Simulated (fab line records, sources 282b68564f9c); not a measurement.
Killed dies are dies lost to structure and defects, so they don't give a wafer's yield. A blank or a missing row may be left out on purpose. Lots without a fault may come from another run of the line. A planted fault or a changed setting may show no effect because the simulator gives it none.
A struck lot beside a sound one | flow rit_cmos | 13 steps out of a route of 202
Sound: wafers L166.1, L166.4, L166.5. Struck: wafers L183.3, L183.5, L183.6. The cause comes at the end.
At each step with rows: each side's tool, then ch and its chambers, then its first start. Under that, the readings that differ: sound wafers | struck wafers | difference of the means | sigmas: that difference in standard deviations of wafers without a fault.
alike: readings whose means differ by less than 2 such deviations, and words and numbers that are the same on both sides. not compared: withheld readings, readings that some wafer has no value for, bounds like >300 that may hide the same value, and numbers for which the record gives no deviation and whose values overlap.
The two part at a step that has a row with sigmas, a row that says differs or no value, or rows on one side only. Numbers that don't overlap but have no deviation are shown without sigmas and don't part them. A reading that every wafer of one side lacks parts them only if that side has two wafers or more.

first, 4 steps without rows for these wafers: RIT_PSD_SOFTBAKE_02 (time 60 s); RIT_PSD_EXPOSE_03 (exposes mask M10, target cd 40900 nm); RIT_PSD_PEB_04; RIT_PSD_DEVELOP_05 (develop time 50 s).
RIT_PSD_OVL_MEAS_06:
  sound on overlay-01, day 3 01:50; struck on overlay-02, day 6 13:59
  alike: PSD_OVL
then, 2 steps without rows for these wafers: RIT_PSD_HARDBAKE_07 (time 60 s); RIT_PSD_IMPLANT_08.
RIT_PSD_STRIP_09: strips in O2, time 180 s.
  sound on plasma_asher-04 ch 1, day 3 02:10; struck on plasma_asher-04 ch 0,1, day 6 14:23
  alike: drypump_motor_current_A, rf_refl_power_W
  not compared: rf_hours_counter_h
RIT_PSD_TW_MEAS_10:
  sound on film_metro-04, day 3 02:20; struck on film_metro-02, day 6 14:31
  alike: PSD_TW
then, 3 steps without rows for these wafers: RIT_SDANNEAL_CLEAN_00 (cleans in SC1, time 600 s); RIT_SDANNEAL_CLEAN_01 (cleans in dHF, time 30 s); RIT_SDANNEAL_CLEAN_02 (cleans in SC2, time 600 s).
RIT_SDANNEAL_RTA_03: time 5 s.
  sound on rtp_anneal-01 ch 0, day 3 02:47; struck on rtp_anneal-02, day 6 14:58
  no value came back on the struck wafers for anneal_temp_c_max, chamber_o2_ppm, time_s (s), wafer_temp_C_max; on the sound wafers anneal_temp_c_max reads 1055.4 1058.3 1055.8

WHERE THEY PART
Only at RIT_SDANNEAL_RTA_03, within this record.

WHY: what the simulator had put in
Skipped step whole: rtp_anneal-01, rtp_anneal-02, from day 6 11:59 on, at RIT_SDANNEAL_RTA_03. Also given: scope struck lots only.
